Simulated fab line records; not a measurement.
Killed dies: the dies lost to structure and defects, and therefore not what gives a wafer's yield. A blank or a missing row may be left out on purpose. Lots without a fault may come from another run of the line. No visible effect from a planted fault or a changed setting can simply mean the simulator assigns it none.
8D (eight disciplines) problem report, filled in by code	flow rit cmos	the parts of the form that need people (team, actions taken, sign-off) are left out

1. THE PROBLEM
Across 6 wafers from 2 lots, SPACER_NITRIDE_THK at RIT_SPACER_THK_MEAS_04 averages 420.3 nm, while fault-free wafers read 249.8 nm with a standard deviation of 2.3. Relative to the usual mean, that is a shift of +74 standard deviations.
Earliest sighting: wafer L462.2 on film metro-04 at day 4 15:56. The record holds 42 wafers of 14 lots with a number at this step. The rule behind "out" and "out of limits": a value lying over 4 standard deviations away from the usual mean. Any other wafer with a number is counted as sound.

2. WHAT IT IS, WHAT IT ISN'T
question	is	is not
which readings at this step	SPACER_NITRIDE_THK	-
which lots	L462, L463	L454, L455, L456, L457, L459, L461, L472, L473, L474, L475, L476, L477
which wafers of those lots	all that have a number	-
read on which gauges	film metro-04	film metro-01, film metro-03
when	from day 4 15:56	up to then (18 sound wafers); but 18 sound wafers of L472, L473, L474, L475, L476, L477 came after

3. THE SUSPECTS, EACH WITH WHAT RULES IT OUT
Counting: a tool at any process step up to the reading remains a suspect when it ran all the lots that are out and ran no sound lot after the first of those.
- ruled out: the gauge at RIT_SPACER_THK_MEAS_04. All the wafers that are out were read on film metro-04, but those of them that RIT_SPACER_CVD_03 has rows for are out there too, on other tools.
- lpcvd-02 at RIT_SPACER_CVD_03 (deposits Si3N4 from SiH2Cl2/NH3, target thk 250 nm, time 3300 s): ruled out as a lasting fault. Following L462 (day 4 14:00), the first lot on it that is out, the sound lots L477 were run on it.
Left after counting: nothing in the record.

4. THE CAUSE (what the simulator had put in)
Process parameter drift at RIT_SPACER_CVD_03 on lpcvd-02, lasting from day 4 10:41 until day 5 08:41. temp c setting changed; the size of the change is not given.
It was ruled out by counting, in error; the rule expects a fault to strike all lots run on its tool from its start on, and this fault did not.

5. THE EFFECT CHAIN, in route order
Each row: a reading where the mean over the struck wafers with a number is more than 3 standard deviations away from the usual. Readings are gone through only where the record gives a usual standard deviation; hours: the median, over the lots, of the time from a lot's start at the first step in this table giving one to that lot's start at this step; sigmas: the change measured in usual standard deviations.
hours	step	reading	usual	on struck wafers	change	sigmas
0	RIT_SPACER_CVD_03	spike tc centre C	813.1 C	854.8	+41.7	+35
0	RIT_SPACER_CVD_03	spike tc load C	831.4 C	871.6	+40.2	+17
0	RIT_SPACER_CVD_03	spike tc source C	832.8 C	875.7	+42.9	+29
0	RIT_SPACER_CVD_03	susceptor temp C	810.0 C	851.3	+41.3	+99 or more
2	RIT_SPACER_THK_MEAS_04	SPACER_NITRIDE_THK	249.8 nm	420.3	+170.5	+74
2	RIT_SPACER_ETCHBACK_05	oes product au	0.846 a.u.	0.987	+0.141	+10
Here are the process steps it includes:
- RIT_SPACER_CVD_03: deposits Si3N4 from SiH2Cl2/NH3, target thk 250 nm, time 3300 s.
- RIT_SPACER_ETCHBACK_05: etches Si3N4 in SF6/CHF3, stops on SiO2, target depth 250 nm, time 240 s.

6. HOW IT WOULD HAVE BEEN CAUGHT EARLIER
Counted from the fault's start at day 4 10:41, it took 5 hours until the first out-of-limits reading at a measuring or inspecting step in this record, taken at day 4 15:56.
The tool's own readings at RIT_SPACER_CVD_03 were out on every struck wafer that the step has a row for (spike tc centre C, spike tc load C, spike tc source C, susceptor temp C): an alarm limit on them would have fired on the first of those.
